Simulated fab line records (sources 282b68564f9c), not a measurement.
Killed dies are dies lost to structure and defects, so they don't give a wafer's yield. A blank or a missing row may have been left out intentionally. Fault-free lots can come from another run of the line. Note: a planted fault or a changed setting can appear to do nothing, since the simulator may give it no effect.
Comparing a struck lot with a sound one	flow rit-cmos	27 steps out of a route of 202
Sound: these wafers, L588.3, L588.4, L588.6. Struck: wafer L596.5 (L596.2, L596.6, from the same lot, were not struck and are left out); the cause is given at the end.
Each step with rows lists, per side, the tool, then ch with its chambers, then its first start. Under that, the readings that differ: sound wafers	struck wafers	difference of the means	sigmas: that difference in standard deviations of wafers without a fault.
alike: a reading whose means differ by less than 2 such deviations, as well as words and numbers matching on both sides. not compared: withheld readings; readings where some wafer has no value; bounds like >300 that might hide an equal value; numbers whose values overlap and for which the record gives no deviation.
The two part at a step that has a row with sigmas, a row that says differs or no value, or rows on one side only. When numbers do not overlap yet have no deviation, they are printed without sigmas and do not part them. A reading that every wafer of one side lacks parts them only if that side has two wafers or more.

first, 4 steps without rows for these wafers: RIT_CONTACT_SOFTBAKE_04 (time 60 s); RIT_CONTACT_EXPOSE_05 (exposes mask M11, target cd 1000 nm); RIT_CONTACT_PEB_06; RIT_CONTACT_DEVELOP_07 (develop time 120 s).
RIT_CONTACT_CD_MEAS_08: target cd 1000 nm.
  struck on cd-sem-02, day 5 10:10; sound on cd-sem-02, day 3 18:45
  alike: cd-nm
RIT_CONTACT_OVL_MEAS_09:
  struck on overlay-01, day 5 10:17; sound on overlay-01, day 3 18:50
reading	sound	struck	difference	sigmas
CONTACT_OVL (nm)	-0.4 0.2 -0.4	-3.3	-3.1	-2
then, 1 step without rows for these wafers: RIT_CONTACT_HARDBAKE_10 (time 60 s).
RIT_CONTACT_ETCH_11: etches SiO2 in CHF3/CF4/Ar, stops on TiSi2, target depth 480 nm, time 320 s.
  sound on rie-diel-04 ch 1,2,3, day 3 19:09; struck on rie-diel-02 ch 2, day 5 10:28
  alike: drypump-motor-current-A, oes-product-au, throttle-valve-pct
  not compared: rf-hours-counter-h
RIT_CONTACT_STRIP_12: strips in O2, time 180 s.
  sound on plasma-asher-04 ch 0,1, day 3 19:25; struck on plasma-asher-04 ch 0, day 5 10:39
  alike: drypump-motor-current-A
  not compared: rf-hours-counter-h
RIT_CONTACT_CD_MEAS_90: target cd 1000 nm.
  struck on cd-sem-01, day 5 10:51; sound on cd-sem-02, day 3 19:34
  alike: cd-nm
then, 2 steps without rows for these wafers: RIT_CONTACT_CLEAN_13 (cleans in SC1, time 600 s); RIT_CONTACT_CLEAN_14 (cleans in SC2, time 600 s).
RIT_M1_SPUTTER_00: material Al, target thk 400 nm, time 500 s.
  struck on pvd-sputter-03, day 5 11:18; sound on pvd-sputter-03, day 3 20:01
reading	sound	struck	difference	sigmas
cathode-dc-power-W (W)	2000.3 2000.0 1999.3	3123.6	+1123.7	+99 or more
model.Al_of_M1_SPUTTER_00.thk-nm (nm)	400.9 401.4 403.7	621.3	+219.3	
  alike: throttle-valve-pct
RIT_M1_RS_MEAS_01: measures by four-point-probe.
  struck on film-metro-03, day 5 11:37; sound on film-metro-04, day 3 20:20
reading	sound	struck	difference	sigmas
M1_AL_RS (ohm/sq)	0.0733 0.0733 0.0728	0.0469	-0.0262	-40
RIT_M1_THK_MEAS_02: measures by xrf.
  struck on film-metro-03, day 5 11:43; sound on film-metro-04, day 3 20:26
reading	sound	struck	difference	sigmas
M1_AL_THK (nm)	408 408 409	628	+220	+56
then, 6 steps without rows for these wafers: RIT_M1_HMDS_03 (prime time 60 s); RIT_M1_COAT_04 (resist thk 1300 nm); RIT_M1_SOFTBAKE_05 (time 60 s); RIT_M1_EXPOSE_06 (exposes mask M12, target cd 2600 nm); RIT_M1_PEB_07; RIT_M1_DEVELOP_08 (develop time 68 s).
RIT_M1_CD_MEAS_09: target cd 2600 nm.
  struck on cd-sem-01, day 5 12:48; sound on cd-sem-01, day 3 21:32
  alike: cd-nm
RIT_M1_OVL_MEAS_10:
  struck on overlay-02, day 5 12:54; sound on overlay-02, day 3 21:37
  alike: M1_OVL
then, 1 step without rows for these wafers: RIT_M1_HARDBAKE_11 (time 120 s).
RIT_M1_METAL_ETCH_12: etches Al in Cl2/BCl3, stops on SiO2, time 165 s, target depth 600 nm.
  sound on rie-metal-03 ch 0,1, day 3 22:04; struck on rie-metal-01 ch 0, day 5 13:11
reading	sound	struck	difference	sigmas
oes-product-au (a.u.)	0.778 0.772 0.780	0.974	+0.197	+14
  alike: drypump-motor-current-A, throttle-valve-pct
  not compared: rf-hours-counter-h
then, 1 step without rows for these wafers: RIT_M1_STRIP_13 (strips in nmp, time 600 s).
RIT_M1_PROBE_99:
  struck on prober-02, day 5 17:57; sound on prober-02, day 4 01:40
reading	sound	struck	difference	sigmas
defect-limited-yield (%)	97.0 97.3 98.5	9.5	-88.1	-73
killed_at_M0_to_M3	0 0 0	231	+231	+99 or more
killed-dies	8 7 4	239	+233	+78
killed-on-rim	3 0 1	70	+69	+53
model.etest.tester.sort-n-pass	256 257 260	0	-258	
model.etest.tester.sort-yield-pct (%)	96.97 97.35 98.48	0	-98	
model.etest.tester.sort_bin_5_pct (%)	2.273 2.273 0.7576	89.39	+87.62	
model.etest.tester.sort_bin_3_pct (%)	0 0 0	9.47	+9.47	
model.etest.iso-nwell-nwell.short	0 0 0	1	+1	
model.etest.select-edge-diode-p.over-limit	0 0 0	1	+1	
model.etest.field-n.short	0 0 0	1	+1	
model.etest.ring.no-ring	0 0 0	1	+1	
  alike: killed-at-front-end, killed-open, killed-short

WHERE THEY PART
Last at RIT_M1_PROBE_99 as far as this record goes, first at RIT_CONTACT_OVL_MEAS_09.

WHY: what had been put in by the simulator
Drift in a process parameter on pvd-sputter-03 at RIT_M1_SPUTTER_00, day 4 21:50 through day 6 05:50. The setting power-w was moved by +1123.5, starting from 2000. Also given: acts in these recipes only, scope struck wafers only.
